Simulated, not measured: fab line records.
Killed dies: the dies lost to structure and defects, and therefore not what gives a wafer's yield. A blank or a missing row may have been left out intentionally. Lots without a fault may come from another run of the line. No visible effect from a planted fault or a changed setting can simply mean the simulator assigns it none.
A struck lot beside a sound one    flow ritCmos    18 steps out of a route of 202
Sound: the wafers L488.3, L488.4, L488.5. Wafers struck: L495.1, L495.3, L495.6. The cause comes at the end.
Each step with rows lists, per side, the tool, then ch with its chambers, then its first start. Under that, the readings that differ: sound wafers    struck wafers    difference of the means    sigmas: that difference in standard deviations of wafers without a fault.
alike: readings with means less than 2 such deviations apart, plus words and numbers identical on both sides. not compared: withheld readings, readings lacking a value on some wafer, bounds such as >300 that could conceal the same value, and numbers that have no deviation in the record and whose values overlap.
The two part at a step that has a row with sigmas, a row that says differs or no value, or rows on one side only. Non-overlapping numbers with no deviation appear without sigmas and do not part them. A reading that every wafer of one side lacks parts them only if that side has two wafers or more.

first, 4 steps without rows for these wafers: RIT_NLDD_SOFTBAKE_02 (time 60 s); RIT_NLDD_EXPOSE_03 (exposes mask M7, target cd 40700 nm); RIT_NLDD_PEB_04; RIT_NLDD_DEVELOP_05 (develop time 50 s).
RIT_NLDD_OVL_MEAS_06:
  sound on overlay-02, day 4 18:13; struck on overlay-01, day 6 08:01
  alike: NLDD_OVL
then, 2 steps without rows for these wafers: RIT_NLDD_HARDBAKE_07 (time 60 s); RIT_NLDD_IMPLANT_08.
RIT_NLDD_STRIP_09: strips in O2, time 180 s.
  sound on plasmaAsher-02 ch 0,1, day 4 18:35; struck on plasmaAsher-04 ch 0,1, day 6 08:20
  alike: drypumpMotorCurrentA
  not compared: rfHoursCounterH
RIT_NLDD_TW_MEAS_10:
  sound on filmMetro-02, day 4 18:44; struck on filmMetro-01, day 6 08:31
  alike: NLDD_TW
then, 3 steps without rows for these wafers: RIT_PLDD_HMDS_00 (prime time 60 s); RIT_PLDD_COAT_01 (resist thk 1000 nm); RIT_PLDD_SOFTBAKE_02 (time 60 s).
RIT_PLDD_EXPOSE_03: exposes mask M8, target cd 40900 nm.
  sound on ilineStepper-01 ch 0, day 4 19:23; struck on ilineStepper-01 ch 0, day 6 09:09
reading                     sound                 struck          difference  sigmas
model.PLDD.overlayXNm (nm)  0.4641 0.4641 0.4641  5213 5213 5213  +5213       
  alike: mask, focusOffsetNm
then, 2 steps without rows for these wafers: RIT_PLDD_PEB_04; RIT_PLDD_DEVELOP_05 (develop time 50 s).
RIT_PLDD_OVL_MEAS_06:
  sound on overlay-02, day 4 19:45; struck on overlay-01, day 6 09:33
reading        sound        struck  difference                     sigmas
PLDD_OVL (nm)  2.4 2.0 2.3  - - -   no value on the struck wafers  
then, 1 step without rows for these wafers: RIT_PLDD_HARDBAKE_07 (time 60 s).
RIT_M1_PROBE_99:
  sound on prober-01, day 5 09:53; struck on prober-01, day 6 23:43
reading                                 sound                 struck                difference  sigmas
killedAtFrontEnd                        9 6 12                264 264 264           +255        +82
killedDies                              9 6 12                264 264 264           +255        +82
killedOnRim                             0 0 6                 70 70 70              +68         +52
model.etest.pldd.widthNm (nm)           3172 3178 3185        2168 2174 2166        -1009       
model.etest.pldd.lineOhmUm              137.3 137.2 138.1     200.7 206.5 198.5     +64.4       
model.etest.pmos_0p15.offLog10AUm       -9.801 -9.654 -9.698  -13.82 -13.86 -13.9   -4.14       
model.etest.nmosNarrow.offLog10AUm      -13.19 -13.18 -13.28  -5.254 -12.71 -12.94  +2.915      
model.etest.nmos_0p15.junctionLog10AUm  -13.69 -13.59 -13.6   -5.33 -12.55 -12.64   +3.45       
model.etest.nmos_0p3.offLog10AUm        -13.1 -13.04 -13.02   -5.43 -12.63 -12.71   +2.80       
model.etest.gateEndArray.leakLog10AUm   -12.84 -12.79 -12.83  -5.43 -12.63 -12.71   +2.56       
  alike: killedAtContacts, killedOpen, killedShort
  not compared: model.etest.nmos_0p15.offLog10AUm

## WHERE THEY PART
Earliest at RIT_PLDD_OVL_MEAS_06; latest, in this record, at RIT_M1_PROBE_99.

WHY: what had been put in by the simulator
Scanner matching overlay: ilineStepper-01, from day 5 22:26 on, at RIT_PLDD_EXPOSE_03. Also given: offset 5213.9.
